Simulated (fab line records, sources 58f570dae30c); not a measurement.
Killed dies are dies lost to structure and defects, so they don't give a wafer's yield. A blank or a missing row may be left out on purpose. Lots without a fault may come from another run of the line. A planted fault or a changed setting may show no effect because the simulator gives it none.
Which tool did it? | flow berkeley_cmos170 | 14 lots, 42 wafers sampled, at 5 steps of a route of 331

WHAT THE GAUGES READ, wafer by wafer
UCB170_PSD_CD_MEAS_06: target cd 1200 nm.
lot  | measured     | on        | cd_nm (nm)
L415 | day 7 01:16  | cd_sem-01 | 1200.1 1200.4 1200.4
L413 | day 7 01:28  | cd_sem-02 | 1198.8 1199.3 1199.7
L414 | day 7 01:46  | cd_sem-02 | 1199.1 1200.0 1199.5
L416 | day 7 05:24  | cd_sem-02 | 1199.7 1198.7 1198.8
L418 | day 7 17:14  | cd_sem-02 | 1201.8 1201.2 1202.9
L419 | day 7 17:31  | cd_sem-01 | 1198.8 1199.2 1200.0
L424 | day 8 18:22  | cd_sem-02 | 1195.4 1194.1 1195.7 1196.0 1193.5 1195.2
L423 | day 8 18:38  | cd_sem-02 | 1199.8 1199.2 1199.9
L421 | day 8 19:11  | cd_sem-01 | 1194.0 1195.3 1194.9 1194.0 1195.4 1194.4
L427 | day 9 08:40  | cd_sem-02 | 1198.9 1199.8 1199.5
L430 | day 9 21:32  | cd_sem-01 | 1202.2 1201.3 1200.9
L432 | day 10 01:53 | cd_sem-02 | 1199.5 1199.1 1199.0
L431 | day 10 04:34 | cd_sem-01 | 1199.3 1197.9 1197.3
L434 | day 10 21:29 | cd_sem-01 | 1200.5 1200.6 1200.2

UCB170_V1_OVL_MEAS_13.
lot  | measured     | on         | V1_OVL (nm)
L415 | day 7 20:14  | overlay-01 | 6 6 -8
L413 | day 7 20:21  | overlay-02 | -3 -5 -8
L414 | day 7 21:14  | overlay-02 | -4 -9 -15
L416 | day 7 23:45  | overlay-02 | -8 -9 -1
L418 | day 8 15:16  | overlay-02 | 3 1 -8
L419 | day 8 15:59  | overlay-02 | 3 2 2
L424 | day 9 13:59  | overlay-02 | -3 11 -8
L423 | day 9 13:52  | overlay-01 | 2 5 2
L421 | day 9 15:36  | overlay-01 | -15 -3 -10
L427 | day 10 09:41 | overlay-02 | -8 -4 -4
L430 | day 10 15:25 | overlay-01 | -16 -6 -7
L432 | day 10 20:37 | overlay-01 | -3 4 -10
L431 | day 10 23:59 | overlay-01 | 8 -6 -9
L434 | day 11 17:36 | overlay-01 | 0 0 -8

WHICH TOOL RAN EACH LOT (tool, then ch and the chambers of the sampled wafers, then the start)
lot  | UCB170_GATE_STRIP_16                 | UCB170_PSD_SOFTBAKE_02            | UCB170_V1_CVD_00
L415 | plasma_asher-04 ch 0,1, day 6 14:11  | litho_track-03 ch 0, day 7 00:34  | pecvd-04 ch 0,1, day 7 17:01
L413 | plasma_asher-01 ch 0,1, day 6 14:20  | litho_track-02 ch 0, day 7 00:34  | pecvd-01 ch 0,2, day 7 17:01
L414 | plasma_asher-04 ch 0,1, day 6 14:25  | litho_track-01 ch 0, day 7 00:53  | pecvd-03 ch 1,2, day 7 17:08
L416 | plasma_asher-04 ch 0,1, day 6 20:17  | litho_track-01 ch 0, day 7 04:32  | pecvd-01 ch 0,1,2, day 7 20:47
L418 | plasma_asher-02 ch 0,1, day 7 07:04  | litho_track-02 ch 0, day 7 16:28  | pecvd-01 ch 0,1, day 8 12:53
L419 | plasma_asher-02 ch 0,1, day 7 08:38  | litho_track-01 ch 0, day 7 16:51  | pecvd-03 ch 0,2, day 8 13:02
L424 | plasma_asher-04 ch 0,1, day 8 09:22  | litho_track-03 ch 0, day 8 17:29  | pecvd-03 ch 0,1, day 9 11:05
L423 | plasma_asher-02 ch 0,1, day 8 09:35  | litho_track-02 ch 0, day 8 17:29  | pecvd-01 ch 0,1,2, day 9 09:45
L421 | plasma_asher-02 ch 0,1, day 8 09:56  | litho_track-03 ch 0, day 8 17:56  | pecvd-01 ch 0,2, day 9 13:13
L427 | plasma_asher-02 ch 0,1, day 8 21:33  | litho_track-01 ch 0, day 9 08:08  | pecvd-04 ch 0,1, day 10 07:37
L430 | plasma_asher-01 ch 0,1, day 9 08:47  | litho_track-02 ch 0, day 9 20:14  | pecvd-01 ch 0,1,2, day 10 12:27
L432 | plasma_asher-04 ch 0,1, day 9 16:53  | litho_track-01 ch 0, day 10 01:08 | pecvd-01 ch 0,2, day 10 18:37
L431 | plasma_asher-02 ch 0,1, day 9 17:09  | litho_track-02 ch 0, day 10 03:50 | pecvd-01 ch 0,1,2, day 10 21:11
L434 | plasma_asher-01 ch 0,1, day 10 10:10 | litho_track-01 ch 0, day 10 20:56 | pecvd-04 ch 0,2, day 11 15:32
- UCB170_GATE_STRIP_16: strips in O2.
- UCB170_PSD_SOFTBAKE_02: time 60 s.
- UCB170_V1_CVD_00: deposits SiO2 from TEOS/O2, target thk 2000 nm, time 250 s.

WHAT THE TOOLS THEMSELVES READ (means of the sampled wafers that have a number; where no wafer has one, the mark that the record gives instead)
UCB170_GATE_STRIP_16.
lot  | tool            | chamber_pressure_mTorr (mTorr) | drypump_motor_current_A (A) | oes_product_au (a.u.)
L415 | plasma_asher-04 | 3501                           | 5.9                         | 0.727
L413 | plasma_asher-01 | 3500                           | 5.6                         | 0.724
L414 | plasma_asher-04 | 3504                           | 5.6                         | 0.723
L416 | plasma_asher-04 | 3496                           | 5.9                         | 0.728
L418 | plasma_asher-02 | 3501                           | 5.2                         | 0.723
L419 | plasma_asher-02 | 3497                           | 5.6                         | 0.726
L424 | plasma_asher-04 | 3496                           | 5.9                         | 0.721
L423 | plasma_asher-02 | 3500                           | 5.6                         | 0.723
L421 | plasma_asher-02 | 3499                           | 5.6                         | 0.724
L427 | plasma_asher-02 | 3502                           | 5.2                         | 0.729
L430 | plasma_asher-01 | 3502                           | 5.6                         | 0.721
L432 | plasma_asher-04 | 3498                           | 5.9                         | 0.725
L431 | plasma_asher-02 | 3500                           | 5.2                         | 0.724
L434 | plasma_asher-01 | 3502                           | 5.5                         | 0.725

UCB170_PSD_SOFTBAKE_02.
lot  | tool           | heater_power_total_W (W) | plate_temp_C (C)
L415 | litho_track-03 | 56.77                    | 130.01
L413 | litho_track-02 | 56.86                    | 130.03
L414 | litho_track-01 | 56.82                    | 129.84
L416 | litho_track-01 | 56.76                    | 129.92
L418 | litho_track-02 | 56.76                    | 129.97
L419 | litho_track-01 | 56.79                    | 129.91
L424 | litho_track-03 | 55.63                    | 127.97
L423 | litho_track-02 | 56.80                    | 129.95
L421 | litho_track-03 | 55.60                    | 127.82
L427 | litho_track-01 | 56.79                    | 129.92
L430 | litho_track-02 | 56.87                    | 130.06
L432 | litho_track-01 | 56.81                    | 130.09
L431 | litho_track-02 | 56.88                    | 129.96
L434 | litho_track-01 | 56.84                    | 130.03

UCB170_V1_CVD_00.
lot  | tool     | heater_power_w (W) | rf_fwd_power_W (W)
L415 | pecvd-04 | 288                | 549.5
L413 | pecvd-01 | 312                | 548.8
L414 | pecvd-03 | 231                | 548.0
L416 | pecvd-01 | 275                | 548.8
L418 | pecvd-01 | 258                | 548.8
L419 | pecvd-03 | 265                | 547.8
L424 | pecvd-03 | 246                | 548.2
L423 | pecvd-01 | 281                | 549.5
L421 | pecvd-01 | 272                | 548.2
L427 | pecvd-04 | 290                | 548.7
L430 | pecvd-01 | 283                | 547.8
L432 | pecvd-01 | 310                | 548.6
L431 | pecvd-01 | 264                | 547.6
L434 | pecvd-04 | 251                | 550.3

THE ANSWER, worked out from the rows above alone
Rule: what is usual is taken from the lots themselves. Put in order of their means at a reading, lots are off if they are a third of the lots or fewer, leave a main group of 4 or more, and stand apart from it by a gap of 3 or more times the standard deviation of the main group's means; of several such gaps the widest counts. A main group whose means are all the same, to the digits that the tables above print for the reading, isn't used. A lot without any number at a reading at which 4 lots or more have one is off too. The other lots that the step has rows for count as sound. The gauges are gone through in route order, then the tools' own readings, and for those a lot's mean is taken as printed above. The first step at which some lot is off is used, and at that step the reading that is off furthest; a lot without a number counts as furthest.
Off: L424, L421, at UCB170_PSD_CD_MEAS_06 (cd_nm). The main group: mean 1199.8 nm, standard deviation 1.
A tool fits if, at a process step before that reading, it ran every lot that is off, and no sound lot after the first of them. The gauges at UCB170_PSD_CD_MEAS_06 aren't tried: what is off there is off at UCB170_PSD_SOFTBAKE_02 too, on other tools, and a gauge's error can't cause that. One fits: litho_track-03 at UCB170_PSD_SOFTBAKE_02. Its last sound lot is L415 (day 7 00:34), its first lot that is off L424 (day 8 17:29): a fault that began between those two fits.
The tool's own readings at UCB170_PSD_SOFTBAKE_02 bear it out: on the lots that are off they differ by more than 5 times the standard deviation of the sound lots' means. heater_power_total_W reads 55.62 W there against 56.81 W on the sound lots; plate_temp_C reads 127.89 C there against 129.97 C on the sound lots.

WHAT THE SIMULATOR HAD PUT IN
Process parameter drift: litho_track-03, from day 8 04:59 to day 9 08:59, at UCB170_PSD_SOFTBAKE_02. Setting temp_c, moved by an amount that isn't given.
Lots struck among those shown: L424, L421. The rule above found the same.
